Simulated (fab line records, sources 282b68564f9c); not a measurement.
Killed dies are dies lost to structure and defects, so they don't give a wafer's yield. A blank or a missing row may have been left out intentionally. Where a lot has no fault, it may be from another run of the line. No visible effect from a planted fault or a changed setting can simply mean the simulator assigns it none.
Comparing a struck lot with a sound one | flow rit-cmos | 17 out of 202 route steps
Sound: wafers L106.2, L106.4, L106.6. Struck: wafers L111.2, L111.3, L111.5. The cause is given at the end.
At each step with rows: each side's tool, then ch and its chambers, then its first start. Under that, the readings that differ: sound wafers | struck wafers | difference of the means | sigmas: that difference in standard deviations of wafers without a fault.
alike: readings with means less than 2 such deviations apart, plus words and numbers identical on both sides. not compared: withheld readings, readings lacking a value on some wafer, bounds such as >300 that could conceal the same value, and numbers that have no deviation in the record and whose values overlap.
The two part at a step that has a row with sigmas, a row that says differs or no value, or rows on one side only. Numbers that have no deviation but don't overlap get no sigmas and don't part them. A reading missing from all wafers of one side parts the sides only when that side holds two or more wafers.

RIT_NWELL_TW_MEAS_10:
  sound on film-metro-01, day 3 21:02; struck on film-metro-04, day 4 19:13
  alike: NWELL_TW
then, 2 steps without rows for these wafers: RIT_PWELL_HMDS_00 (prime time 60 s); RIT_PWELL_COAT_01 (resist thk 1300 nm).
RIT_PWELL_SOFTBAKE_02: time 61.43 s.
  sound on litho-track-01 ch 0, day 3 21:24; struck on litho-track-03 ch 0, day 4 19:35
  alike: plate-sensor-t-centre-C, plate-sensor-t-edge-C
then, 3 steps without rows for these wafers: RIT_PWELL_EXPOSE_03 (exposes mask M3, target cd 43700 nm); RIT_PWELL_PEB_04; RIT_PWELL_DEVELOP_05 (develop time 68 s).
RIT_PWELL_OVL_MEAS_06:
  sound on overlay-02, day 3 22:05; struck on overlay-01, day 4 20:08
  alike: PWELL_OVL
then, 2 steps without rows for these wafers: RIT_PWELL_HARDBAKE_07 (time 120 s); RIT_PWELL_IMPLANT_08.
RIT_PWELL_STRIP_09: strips in O2, time 180 s.
  sound on plasma-asher-04 ch 0,1, day 3 22:31; struck on plasma-asher-03 ch 0,1, day 4 20:34
  reading                        | sound          | struck         | difference | sigmas
  chamber-pressure-mTorr (mTorr) | 4006 3999 4005 | 3996 3994 3996 | -8         | -2
  alike: drypump-motor-current-A
  not compared: rf-hours-counter-h
RIT_PWELL_TW_MEAS_10:
  sound on film-metro-01, day 3 22:42; struck on film-metro-03, day 4 20:46
  alike: PWELL_TW
RIT_WELLDRIVE_ANNEAL_00: time 14700 s.
  sound on furnace-01 ch 0, day 4 00:14; struck on furnace-04 ch 0, day 4 20:49
  reading               | sound                | struck               | difference | sigmas
  spike-tc-centre-C (C) | 1101.9 1102.2 1102.4 | 1060.9 1062.3 1060.5 | -40.9      | -26
  spike-tc-load-C (C)   | 1124.1 1124.5 1123.5 | 1086.5 1086.7 1085.4 | -37.8      | -20
  spike-tc-source-C (C) | 1125.4 1124.7 1126.5 | 1089.9 1089.8 1090.1 | -35.6      | -13
RIT_WELLDRIVE_RS_MEAS_01: a four-point-probe measurement.
  sound on film-metro-03, day 4 05:21; struck on film-metro-03, day 5 01:55
  reading           | sound             | struck            | difference | sigmas
  NWELL_RS (ohm/sq) | 277.0 276.8 277.1 | 322.1 321.7 322.0 | +45.0      | +61
RIT_WELLDRIVE_RS_MEAS_02: a four-point-probe measurement.
  sound on film-metro-03, day 4 05:28; struck on film-metro-03, day 5 02:02
  reading           | sound             | struck            | difference | sigmas
  PWELL_RS (ohm/sq) | 424.8 424.9 425.9 | 465.6 464.8 466.2 | +40.3      | +37
then, 1 step without rows for these wafers: RIT_NRETRO_HMDS_00 (prime time 60 s).
RIT_M1_PROBE_99:
  sound on prober-02, day 5 11:01; struck on prober-01, day 6 07:40
  reading                             | sound             | struck            | difference | sigmas
  model.etest.pmos_0p3.r-on-ohm-um    | 6302 6396 6280    | 6984 6915 6836    | +586       |
  model.etest.pmos-turned.r-on-ohm-um | 3343 3422 3317    | 3917 3930 3752    | +506       |
  model.etest.pmos_0p15.r-on-ohm-um   | 2735 2752 2724    | 3044 3102 3010    | +315       |
  model.etest.nwell-pinched.rs-ohm-sq | 339.5 338.2 341.5 | 436.6 437.2 445.5 | +100.0     |
  model.etest.pwell-pinched.rs-ohm-sq | 453.2 455.4 456.5 | 500.2 501 509.8   | +48.6      |
  model.etest.pwell.rs-ohm-sq         | 409.1 414.7 412.7 | 461.6 467.8 465.4 | +52.8      |
  model.etest.pmos_0p15.drive-ua-um   | 261.8 254 262.4   | 217 213.6 226.5   | -40        |
  model.etest.pmos-turned.drive-ua-um | 199.5 191.7 197.8 | 152.7 152.8 163.5 | -40.0      |
  alike: killed-at-front-end, killed-dies, killed-open, killed-short

## WHERE THEY PART
First at RIT_PWELL_STRIP_09; last, within this record, at RIT_WELLDRIVE_RS_MEAS_02. Later steps at which nothing parts them and some readings are alike: RIT_M1_PROBE_99.

WHY: whatever the simulator had introduced
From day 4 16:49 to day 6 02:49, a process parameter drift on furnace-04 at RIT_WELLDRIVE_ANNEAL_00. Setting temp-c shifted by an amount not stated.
